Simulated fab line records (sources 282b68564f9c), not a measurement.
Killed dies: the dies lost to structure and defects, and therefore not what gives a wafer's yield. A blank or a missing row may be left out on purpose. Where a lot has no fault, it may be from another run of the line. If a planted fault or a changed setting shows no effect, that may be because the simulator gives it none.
A struck lot beside a sound one -- flow rit_cmos -- 19 steps out of a route of 202
Sound: these wafers, L432.1, L432.2, L432.5. The struck wafers were L444.2, L444.4, L444.5. The cause is given at the end.
Order at every step that has rows: each side's tool, ch and its chambers, its first start. Under that, the readings that differ: sound wafers -- struck wafers -- difference of the means -- sigmas: that difference in standard deviations of wafers without a fault.
alike: same words and numbers on both sides, and readings whose means sit less than 2 such deviations apart. not compared: any withheld reading, any reading some wafer has no value for, any bound like >300 that may hide the same value, and any number with overlapping values for which the record gives no deviation.
Wherever a step has rows on one side only, a row that says differs or no value, or a row with sigmas, the two part there. Numbers that have no deviation but don't overlap get no sigmas and don't part them. A reading that every wafer of one side lacks parts them only if that side has two wafers or more.

first, 1 step without rows for these wafers: RIT_GATE_CLEAN_04 (cleans in dHF, time 60 s).
RIT_FOX2_THK_MEAS_91:
  sound on film_metro-04, day 2 16:07; struck on film_metro-01, day 5 02:59
  alike: FIELD_OXIDE_LEFT_2_THK
then, 2 steps without rows for these wafers: RIT_GATE_OXIDATION_05 (target thk 3 nm, ox time 270 s); RIT_GATE_ANNEAL_06 (time 600 s).
RIT_GATE_THK_MEAS_07:
  sound on film_metro-01, day 2 19:44; struck on film_metro-04, day 5 05:23
  alike: GATE_OXIDE_THK
then, 1 step without rows for these wafers: RIT_GATE_CVD_08 (deposits poly-Si from SiH4, target thk 250 nm, time 2220 s).
RIT_GATE_THK_MEAS_09:
  sound on film_metro-01, day 2 21:25; struck on film_metro-04, day 5 07:04
  alike: GATE_POLY_THK
then, 5 steps without rows for these wafers: RIT_GATE_HMDS_10 (prime time 60 s); RIT_GATE_COAT_11 (resist thk 850 nm); RIT_GATE_SOFTBAKE_12 (time 60 s); RIT_GATE_EXPOSE_13 (exposes mask M6, target cd 150 nm); RIT_GATE_PEB_14.
RIT_GATE_DEVELOP_15: develop time 50 s.
  sound on litho_track-04 ch 0, day 2 22:00; struck on litho_track-04 ch 0, day 5 07:00
RIT_GATE_CD_MEAS_16 targets a cd of 150 nm.
  sound on cd_sem-01, day 2 22:26; struck on cd_sem-02, day 5 08:02
reading,sound,struck,difference,sigmas
cd_nm (nm),152.5 151.7 149.7,138.5 140.0 141.8,-11.2,-5
RIT_GATE_OVL_MEAS_17:
  sound on overlay-01, day 2 22:34; struck on overlay-02, day 5 08:08
  alike: GATE_OVL
then, 1 step without rows for these wafers: RIT_GATE_HARDBAKE_18 (time 60 s).
RIT_GATE_ETCH_19: etches poly-Si in SF6/CHF3/O2, stops on SiO2, time 165 s, target depth 312.5 nm.
  sound on rie_si-01 ch 0,1,3, day 2 22:45; struck on rie_si-01 ch 1,2,3, day 5 08:19
reading,sound,struck,difference,sigmas
model.GATE.cd_nm (nm),152.3 151.5 149.9,138.3 139.4 141.5,-11.5,
  alike: CHF3_flow_sccm, drypump_motor_current_A, oes_product_au, throttle_valve_pct
  not compared: rf_hours_counter_h
RIT_GATE_STRIP_20: strips in O2, time 180 s.
  sound on plasma_asher-03 ch 0,1, day 2 22:52; struck on plasma_asher-03 ch 0, day 5 08:26
  alike: drypump_motor_current_A
  not compared: rf_hours_counter_h
RIT_M1_PROBE_99:
  sound on prober-01, day 3 18:27; struck on prober-01, day 6 05:49
reading,sound,struck,difference,sigmas
model.etest.pmos_0p3.r_on_ohm_um,6187 6334 6393,6100 6051 6089,-225,
model.etest.pmos_0p15.r_on_ohm_um,2839 2900 2856,2582 2532 2576,-302,
model.etest.nmos_0p15.drive_ua_um,483.8 474.8 482.1,530.3 522.3 513.3,+41.7,
model.etest.pmos_0p15.drive_ua_um,250.8 242.4 248.8,282.7 284.4 276.6,+33.9,
model.etest.npoly_line.line_ohm_um,161.5 163.1 167.4,192 186.4 183.3,+23,
model.etest.ppoly_line.line_ohm_um,157.7 157.7 159.6,183.4 179.8 177,+21.7,
model.etest.npoly_line.width_nm (nm),105.2 103.5 101.9,90.17 89.82 92.84,-12.59,
model.etest.ppoly_line.width_nm (nm),105.9 104.4 103.6,90.53 91.07 93.47,-12.94,
  alike: killed_at_front_end, killed_dies, killed_open, killed_short

== WHERE THEY PART ==
Within this record, at RIT_GATE_CD_MEAS_16 only. Later steps at which nothing parts them and some readings are alike: RIT_GATE_OVL_MEAS_17, RIT_GATE_ETCH_19, RIT_GATE_STRIP_20, RIT_M1_PROBE_99.

WHY: what the simulator had put in
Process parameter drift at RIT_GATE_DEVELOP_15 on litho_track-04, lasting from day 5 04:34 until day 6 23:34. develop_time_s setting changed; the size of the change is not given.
